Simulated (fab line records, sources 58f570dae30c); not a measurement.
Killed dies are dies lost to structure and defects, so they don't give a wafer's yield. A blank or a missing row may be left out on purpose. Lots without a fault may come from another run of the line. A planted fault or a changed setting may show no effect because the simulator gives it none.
Split-lot experiment | flow berkeley_cmos170 | 5 lots, 23 wafers read, on a route of 331 steps

THE SPLIT
At UCB170_ZERO_COAT_01 (resist thk 900 nm), the setting resist_thk_nm was moved away from the recipe's 900 nm on 6 of the 23 wafers read, by -2.7% to +4.2%. The other wafers ran this setting at the recipe's value.

The reading is taken at the split's own step.

THE READING
KrF_of_ZERO_COAT_01.thk_nm (the simulator's own value, which no gauge read), in nm, at UCB170_ZERO_COAT_01 (resist thk 900 nm). The file gives no usual value for it. The 17 wafers here that ran the recipe average 901.1 nm, standard deviation 1.7 nm.

wafer  | tool, chamber at the split | resist_thk_nm as run, nm | against the recipe | KrF_of_ZERO_COAT_01.thk_nm, nm | against lot-mates on the recipe
L075.1 | litho_track-02, 0          | 875.3                    | -2.7%              | 874.4                          | -27.9
L075.2 | litho_track-02, 0          | 900                      | recipe             | 902.7                          | -
L075.3 | litho_track-02, 0          | 875.3                    | -2.7%              | 876.1                          | -26.1
L075.5 | litho_track-02, 0          | 875.3                    | -2.7%              | 872.6                          | -29.6
L075.6 | litho_track-02, 0          | 900                      | recipe             | 901.8                          | -
L077.2 | litho_track-01, 0          | 900                      | recipe             | 899.3                          | -
L077.3 | litho_track-01, 0          | 900                      | recipe             | 899.8                          | -
L077.4 | litho_track-01, 0          | 900                      | recipe             | 902.4                          | -
L077.5 | litho_track-01, 0          | 900                      | recipe             | 902.7                          | -
L077.6 | litho_track-01, 0          | 900                      | recipe             | 903.8                          | -
L080.1 | litho_track-02, 0          | 900                      | recipe             | 900                            | -
L080.2 | litho_track-02, 0          | 900                      | recipe             | 899.2                          | -
L080.3 | litho_track-02, 0          | 900                      | recipe             | 900.1                          | -
L080.5 | litho_track-02, 0          | 900                      | recipe             | 900.4                          | -
L080.6 | litho_track-02, 0          | 900                      | recipe             | 898.9                          | -
L083.1 | litho_track-04, 0          | 900                      | recipe             | 902.2                          | -
L083.3 | litho_track-04, 0          | 900                      | recipe             | 901.9                          | -
L083.4 | litho_track-04, 0          | 900                      | recipe             | 897.7                          | -
L085.2 | litho_track-02, 0          | 900                      | recipe             | 901.1                          | -
L085.3 | litho_track-02, 0          | 938                      | +4.2%              | 940.3                          | +37.8
L085.4 | litho_track-02, 0          | 938                      | +4.2%              | 942.5                          | +40.0
L085.5 | litho_track-02, 0          | 900                      | recipe             | 903.9                          | -
L085.6 | litho_track-02, 0          | 938                      | +4.2%              | 939.2                          | +36.7

THE FIT
A straight line over all 23 wafers: KrF_of_ZERO_COAT_01.thk_nm changes by +9.49 nm for each +1% of resist_thk_nm; r = +1.00; the points scatter about the line by 1.8 nm.
The same after taking each lot's own level away (the mean of its wafers on the recipe; 23 wafers): +9.4 nm for each +1%; r = +1.00; scatter 1.7 nm.
On that fit, the largest move of resist_thk_nm shifts the reading by 40 nm.
The lots' own levels span 899.72 to 902.50 nm, that is 1.6 times the standard deviation above.
So the lot-to-lot level changes the slope little: the two slopes agree.
Check: with one of the wafers moved furthest among these (+4.2%) left out of the fit, the line predicts +39.7 nm for it against its lot-mates. It came out at +37.8 nm against them.

THE WHOLE CHAIN: every reading that the file lists as answering this split, in the file's order
step                 | what it does      | reading                                                                     | change (the file's fit)              | r (the file's)
UCB170_ZERO_COAT_01  | resist thk 900 nm | KrF_of_ZERO_COAT_01.thk_nm (the simulator's own value, which no gauge read) | +9.37 nm for each +1% of the setting | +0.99
UCB170_ZERO_STRIP_07 | strips in O2      | strip_time_to_endpoint_s                                                    | withheld for each +1% of the setting | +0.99

THE FILE'S OWN FIT
KrF_of_ZERO_COAT_01.thk_nm changes by +9.37 nm for each +1% of resist_thk_nm, r = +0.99.
